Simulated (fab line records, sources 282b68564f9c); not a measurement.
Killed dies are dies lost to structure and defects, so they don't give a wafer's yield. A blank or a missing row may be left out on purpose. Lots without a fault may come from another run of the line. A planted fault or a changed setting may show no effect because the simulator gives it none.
fab line records | flow rit_cmos
record lots=6 wafers=18 last_day=6
route steps=202 shown GATE@83 M1@202
lots that met no fault: from a run of the same line without faults
start_h: hours from the record's first day to the start of the lot's first wafer shown | wait_h: hours since the lot's step before | " the same as in the row above | L1.1+2: a row that stands for several wafers | - no value, or no start given | * or withheld: withheld | < > ~ a bound
route shown NAME@n: a module of which the file shows steps, and the number in the route of the first | usual: mean/standard deviation of fault-free wafers | same: alike in all rows | chamber/n: place in a boat | sites: the reading at each site | _std_site: their standard deviation | _edge_site: outer sites' mean less inner sites' | radius_mm: how far each site lies from the wafer's centre | mask NAME#n: copy n | behind: the tool/chamber that last shaped the wafer | hold: why the lot was held/for how many hours/how that ended | device: the transistor (n, p or np) that didn't switch | end of line: the same wafers' tests at the end of the route | a step without rows: its recipe alone | killed: dies lost to structure and defects at the first sort, not the wafer's yield | map: a wafer's dies, x killed, . not, _ none there
set.NAME: the setting as run; set.NAME@STEP: as run at that earlier step | model.NAME: the simulator's own value behind a step, which no gauge read
lots at some steps of the route; a table a step, a row a wafer
services: from which hour (start_h, from the record's first day; less than 0 if before it) a tool's chamber was out of use, for how many hours, and why
## steps
# step RIT_GATE_THK_MEAS_07
# recipe reads=SiO2_of_GATE_OXIDATION_05
# usual GATE_OXIDE_THK=2.97/0.058
# columns lot.wafer tool chamber start_h wait_h GATE_OXIDE_THK[nm]
L596.1 film_metro-01 - 34.32 0.0 3.03
L596.4 " - " " 3.00
L596.6 " - " " 2.90
L599.2 film_metro-03 - 49.30 0.0 2.96
L599.3 " - " " 2.95
L599.6 " - " " 2.96
L606.2 film_metro-03 - 84.40 0.0 2.88
L606.5 " - " " 2.95
L606.6 " - " " 2.89
L608.2 film_metro-03 - 96.11 0.0 3.10
L608.4 " - " " 3.04
L608.5 " - " " 3.00
L611.1 film_metro-01 - 112.21 0.0 2.95
L611.5 " - " " 2.99
L611.6 " - " " 2.94
L615.1 film_metro-02 - 132.04 0.0 2.88
L615.4 " - " " 2.92
L615.5 " - " " 2.89
# step RIT_GATE_CVD_08
# recipe material=poly-Si target_thk_nm=250 temp_c=610 precursor=SiH4 time_s=2220 pressure_mtorr=300 sih4_flow_sccm=100
# step RIT_GATE_THK_MEAS_09
# recipe reads=poly-Si_of_GATE_CVD_08
# usual GATE_POLY_THK=249.9/2.7
# columns lot.wafer tool chamber start_h wait_h GATE_POLY_THK[nm]
L596.1 film_metro-01 - 36.00 0.0 250.9
L596.4 " - " " 250.5
L596.6 " - " " 251.5
L599.2 film_metro-03 - 50.97 0.0 249.1
L599.3 " - " " 250.2
L599.6 " - " " 249.2
L606.2 film_metro-02 - 86.88 0.0 248.3
L606.5 " - " " 247.5
L606.6 " - " " 251.4
L608.2 film_metro-01 - 97.78 0.0 250.4
L608.4 " - " " 252.8
L608.5 " - " " 249.4
L611.1 film_metro-01 - 113.89 0.0 248.1
L611.5 " - " " 248.2
L611.6 " - " " 246.6
L615.1 film_metro-03 - 133.71 0.0 253.0
L615.4 " - " " 252.2
L615.5 " - " " 253.5
# step RIT_GATE_HMDS_10
# recipe prime_time_s=60 prime_temp_c=140
# step RIT_GATE_COAT_11
# recipe resist=NOVOLAK spin_rpm=4250 resist_thk_nm=850
# step RIT_GATE_SOFTBAKE_12
# recipe resist=NOVOLAK temp_c=90 time_s=60
# step RIT_GATE_EXPOSE_13
# recipe mask_id=M6 na=0.6 source_shape=conventional sigma_outer=0.6 target_cd_nm=150 dose_mj=380
# step RIT_GATE_PEB_14
# recipe resist=NOVOLAK temp_c=withheld time_s=withheld
# step RIT_GATE_DEVELOP_15
# recipe resist=NOVOLAK develop_time_s=50 dev_temp_c=23
# step RIT_GATE_CD_MEAS_16
# recipe target_cd_nm=150
# usual cd_nm=150.4/2.6
# columns lot.wafer tool chamber start_h wait_h cd_nm
L596.1 cd_sem-02 - 37.03 - 148.1
L596.4 " - " " 148.8
L596.6 " - " " 151.3
L599.2 cd_sem-02 - 52.26 - 151.4
L599.3 " - " " 149.8
L599.6 " - " " 150.7
L606.2 cd_sem-02 - 87.95 - 147.6
L606.5 " - " " 148.6
L606.6 " - " " 151.3
L608.2 cd_sem-02 - 98.94 - 151.6
L608.4 " - " " 149.0
L608.5 " - " " 151.6
L611.1 cd_sem-02 - 114.88 - 149.6
L611.5 " - " " 151.0
L611.6 " - " " 149.2
L615.1 cd_sem-01 - 134.62 - 153.8
L615.4 " - " " 155.6
L615.5 " - " " 154.5
# step RIT_GATE_OVL_MEAS_17
# usual GATE_OVL=-0.1/1.1
# columns lot.wafer tool chamber start_h wait_h GATE_OVL[nm]
L596.1 overlay-02 - 37.15 0.1 -2.4
L596.4 " - " " -0.5
L596.6 " - " " 0.1
L599.2 overlay-02 - 52.36 0.1 -1.2
L599.3 " - " " -0.7
L599.6 " - " " -0.5
L606.2 overlay-02 - 88.05 0.1 1.1
L606.5 " - " " -1.0
L606.6 " - " " 1.4
L608.2 overlay-01 - 99.05 0.1 -0.4
L608.4 " - " " -1.5
L608.5 " - " " -0.9
L611.1 overlay-01 - 115.00 0.1 -2.0
L611.5 " - " " -0.3
L611.6 " - " " -1.4
L615.1 overlay-01 - 134.74 0.1 0.3
L615.4 " - " " 0.3
L615.5 " - " " -0.7
# step RIT_GATE_HARDBAKE_18
# recipe resist=NOVOLAK temp_c=140 time_s=60
# step RIT_GATE_ETCH_19
# recipe chemistry=SF6/CHF3/O2 time_s=165 SF6_flow_sccm=30 CHF3_flow_sccm=30 O2_flow_sccm=5 target=poly-Si pressure_mtorr=40 rf_w=160 target_depth_a=3125 over_etch_frac=0.25 stop_on=SiO2
# usual drypump_motor_current_A=5.8/0.48 oes_product_au=0.851/0.012 throttle_valve_pct=10.18/0.17
# columns lot.wafer tool chamber start_h wait_h drypump_motor_current_A oes_product_au rf_hours_counter_h throttle_valve_pct model.NOVOLAK_of_GATE_COAT_11.thk_nm
L596.1 rie_si-01 1 37.35 0.1 5.6 0.859 1 10.62 667.4
L596.4 " 2 " " 4.9 0.843 76 10.34 670.7
L596.6 " 0 " " 5.8 0.848 - 10.06 668.3
L599.2 rie_si-02 1 52.54 0.1 5.9 0.852 136 10.09 667.4
L599.3 " 2 " " 5.6 0.849 99 10.02 670.5
L599.6 " 3 " " 5.6 0.840 - 10.15 671.8
L606.2 rie_si-01 2 88.23 0.1 4.9 0.923 76 10.35 679.3
L606.5 " 0 " " 5.7 0.934 - 10.09 679
L606.6 " 3 " " 5.9 0.960 - 10.11 677.1
L608.2 rie_si-01 2 99.23 0.1 4.9 0.932 76 10.34 675.3
L608.4 " 0 " " 5.8 0.943 1 10.08 677.1
L608.5 " 0 " " 5.8 0.937 - 10.09 677.7
L611.1 rie_si-02 0 115.18 0.1 6.7 0.849 66 10.09 670.3
L611.5 " 2 " " 5.6 0.848 - 10.02 672
L611.6 " 3 " " 5.6 0.842 - 10.15 670.7
L615.1 rie_si-02 2 134.93 0.1 5.5 0.860 100 10.02 671.7
L615.4 " 1 " " 5.9 0.865 137 10.07 670.3
L615.5 " 3 " " 5.6 0.846 - 10.15 669.8
# step RIT_GATE_STRIP_20
# recipe chemistry=O2 time_s=180 resist=NOVOLAK platen_temp_c=withheld power_w=500 pressure_mtorr=4000 o2_flow_sccm=4000
# usual drypump_motor_current_A=5.7/0.64
# columns lot.wafer tool chamber start_h wait_h drypump_motor_current_A rf_hours_counter_h
L596.1 plasma_asher-01 1 37.46 0.1 5.0 36
L596.4 " 0 " " 6.5 -
L596.6 " 0 " " 6.5 -
L599.2 plasma_asher-01 1 52.65 0.1 5.0 38
L599.3 " 0 " " 6.5 -
L599.6 " 1 " " 5.0 -
L606.2 plasma_asher-02 1 88.34 0.1 4.9 46
L606.5 " 1 " " 4.9 -
L606.6 " 0 " " 6.2 -
L608.2 plasma_asher-01 1 99.34 0.1 5.1 43
L608.4 " 1 " " 5.0 -
L608.5 " 1 " " 5.0 -
L611.1 plasma_asher-04 0 115.29 0.1 6.0 49
L611.5 " 1 " " 5.3 -
L611.6 " 0 " " 6.0 -
L615.1 plasma_asher-02 1 135.04 0.1 4.9 2
L615.4 " 0 " " 6.2 -
L615.5 " 1 " " 4.9 -
# step RIT_M1_PROBE_99
# usual killed_at_contacts=0.0/0.22 killed_at_front_end=7/3.1 killed_dies=7/3.1 killed_on_rim=1.6/1.3 killed_open=3.5/2.2 killed_short=3.3/1.9
# same gross_dies=264 killed_at_M0_to_M3=0 killed_at_M4_up=0 killed_at_back_side=0 killed_at_other=0
# columns lot.wafer tool chamber start_h wait_h killed_at_contacts killed_at_front_end killed_dies killed_on_rim killed_open killed_short model.etest.poly_comb_over_steps.leak_log10_a_um
L596.1 prober-02 - 60.33 0.1 0 4 4 1 3 1 -12.86
L596.4 prober-02 - 60.48 0.2 0 6 6 1 2 4 -12.78
L596.6 prober-02 - 60.58 0.2 0 6 6 4 4 2 -12.84
L599.2 prober-01 - 73.07 0.1 0 8 8 1 4 4 -12.62
L599.3 prober-01 - 73.12 0.2 0 7 7 2 6 1 -12.64
L599.6 prober-01 - 73.27 0.2 0 4 4 1 2 2 -12.26
L606.2 prober-01 - 108.56 0.1 0 5 5 0 1 4 -9.951
L606.5 prober-01 - 108.71 0.2 0 6 6 1 2 4 -8.631
L606.6 prober-01 - 108.76 0.2 1 6 7 4 3 4 -8.785
L608.2 prober-01 - 119.45 0.1 0 5 5 0 3 2 -9.604
L608.4 prober-01 - 119.55 0.2 0 3 3 2 1 2 -6.959
L608.5 prober-01 - 119.60 0.2 0 14 14 2 7 7 -6.537
L611.1 prober-02 - 135.13 0.1 0 4 4 1 3 1 -12.97
L611.5 prober-02 - 135.33 0.2 0 8 8 2 2 6 -12.77
L611.6 prober-02 - 135.38 0.2 1 3 4 2 0 4 -12.78
L615.1 prober-02 - 154.56 0.1 1 3 4 1 3 1 -12.62
L615.4 prober-02 - 154.71 0.2 0 5 5 2 1 4 -12.56
L615.5 prober-02 - 154.76 0.2 0 4 4 0 2 2 -12.23
# killed by level:class
L596.1 GATE:geometric_particle:open=2 GATE:geometric_particle:short=1 REOX:geometric_particle:open=1
L596.4 FOX1:geometric_particle:short=3 FOX1:geometric_particle:open=1 GATE:geometric_particle:short=1 SILICIDE:geometric_particle:open=1
L596.6 SILICIDE:geometric_particle:open=3 GATE:geometric_particle:short=2 FOX2:geometric_particle:open=1
L599.2 GATE:geometric_particle:short=2 FOX1:geometric_particle:open=1 FOX1:geometric_particle:short=1 GATE:geometric_particle:open=1 REOX:geometric_particle:open=1 REOX:geometric_particle:short=1 SPACER:geometric_particle:open=1
L599.3 GATE:geometric_particle:open=2 REOX:geometric_particle:open=2 FOX1:geometric_particle:open=1 FOX2:geometric_particle:open=1 GATE:geometric_particle:short=1
L599.6 ACTIVE:geometric_particle:open=1 FOX2:geometric_particle:open=1 GATE:geometric_particle:short=1 REOX:geometric_particle:short=1
L606.2 GATE:geometric_particle:short=2 SPACER:geometric_particle:short=2 FOX2:geometric_particle:open=1
L606.5 GATE:geometric_particle:short=3 FOX2:geometric_particle:open=1 SILICIDE:geometric_particle:short=1 SILICIDE:geometric_particle:open=1
L606.6 REOX:geometric_particle:open=2 REOX:geometric_particle:short=2 GATE:geometric_particle:short=1 GATE:geometric_particle:open=1 CONTACT:geometric_particle:short=1
L608.2 GATE:geometric_particle:open=2 GATE:geometric_particle:short=1 REOX:geometric_particle:open=1 SILICIDE:geometric_particle:short=1
L608.4 FOX1:geometric_particle:open=1 FOX1:geometric_particle:short=1 SPACER:geometric_particle:short=1
L608.5 FOX1:geometric_particle:open=4 GATE:geometric_particle:short=2 SILICIDE:geometric_particle:short=2 FOX1:geometric_particle:short=1 GATE:geometric_particle:open=1 REOX:geometric_particle:open=1 REOX:geometric_particle:short=1 SPACER:geometric_particle:short=1
L611.1 FOX1:geometric_particle:open=1 GATE:geometric_particle:open=1 GATE:geometric_particle:short=1 SILICIDE:geometric_particle:open=1
L611.5 GATE:geometric_particle:short=4 FOX1:geometric_particle:short=1 FOX1:geometric_particle:open=1 SPACER:geometric_particle:open=1 SILICIDE:geometric_particle:short=1
L611.6 GATE:geometric_particle:short=1 SPACER:geometric_particle:short=1 SILICIDE:geometric_particle:short=1 CONTACT:geometric_particle:short=1
L615.1 SPACER:geometric_particle:open=1 SILICIDE:geometric_particle:open=1 SILICIDE:geometric_particle:short=1 CONTACT:geometric_particle:open=1
L615.4 SILICIDE:geometric_particle:short=2 FOX1:geometric_particle:short=1 FOX2:geometric_particle:open=1 GATE:geometric_particle:short=1
L615.5 GATE:geometric_particle:open=2 GATE:geometric_particle:short=1 SILICIDE:geometric_particle:short=1
## services
# columns tool chamber start_h hours kind
plasma_asher-02 - 80.01 1.5 repair
plasma_asher-04 - 99.22 2.8 pm
plasma_asher-02 - 108.75 9.0 pm
plasma_asher-02 0 108.75 9.0 vent_cycle
plasma_asher-02 1 108.75 9.0 vent_cycle
plasma_asher-02 0 117.75 - clean
plasma_asher-02 1 117.75 - clean
## key
first_sign step=RIT_GATE_ETCH_19 reading=oes_product_au direction=up sigmas=7.6 usual=0.851 struck=0.938
effect none on later readings
model_effect step=RIT_GATE_ETCH_19 value=NOVOLAK_of_GATE_COAT_11.thk_nm without=666.9 struck=677.6
model_effect step=RIT_M1_PROBE_99 value=etest.poly_comb_over_steps.leak_log10_a_um without=-12.75 struck=-8.411
met_at RIT_GATE_ETCH_19
struck_wafers L606.2,L606.5,L606.6,L608.2,L608.4,L608.5
tester_left_out L606,L608
onset_between 37.35 88.23
fault kind=process_parameter_drift tool=rie_si-01 chamber=- onset_h=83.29 steps=RIT_GATE_ETCH_19 channel=target_depth_a offset=-392.95 shape=step end_h=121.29 stated=3125
# tester_left_out: of these lots the tester's yield and bins aren't shown, on N5 and GAA mostly nor the transistor test; their killed dies are dies lost to structure and defects alone, not to doping, threshold or leakage, so they don't give the yield
